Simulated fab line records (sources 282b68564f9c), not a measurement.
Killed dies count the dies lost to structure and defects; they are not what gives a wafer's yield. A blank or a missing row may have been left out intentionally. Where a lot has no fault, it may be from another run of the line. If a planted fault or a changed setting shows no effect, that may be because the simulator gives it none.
Matching of chambers -- flow rit cmos -- RIT_SPACER_ETCHBACK_05 on rie diel-02 has 4 sister chambers
The step etches Si3N4 in SF6/CHF3, stops on SiO2, target depth 250 nm, time 240 s. 4 wafers are shown with their chamber, then 7 later ones without.

## WAFERS, EACH WITH ITS CHAMBER
wafer,chamber,drypump motor current A (A)
L633.2,3,5.5
L633.5,2,5.4
L637.2,0,5.6
L637.3,1,6.1

## WAFERS WHOSE CHAMBER IS MISSING
wafer,drypump motor current A (A)
L637.6,6.1
L643.2,5.5
L643.5,5.5
L643.6,5.7
L644.2,5.4
L644.4,5.6
L644.6,5.5

## CHAMBER TAKEN BY EACH
wafer,from the rows above,in truth
L637.6,1,1
L643.2,3,3
L643.5,3,3
L643.6,0,0
L644.2,2,2
L644.4,0,0
L644.6,3,3
Correct placement for 7 of the 7. From these rows, 0 cannot be placed. Number placed wrongly: 0.
How it was worked out, from the rows above alone: a wafer's distance from a chamber is the root of the sum, over the readings, of the square of ((its reading less the chamber's mean) divided by the reading's scatter). If the next closest chamber is less than 2 further off than the closest, the wafer can't be placed; otherwise it belongs to the closest. The mean given for a chamber averages the wafers shown for that chamber. The scatter: with one shown wafer a chamber, the root of the mean of the squares of how far each hidden wafer lies from its nearest shown one.
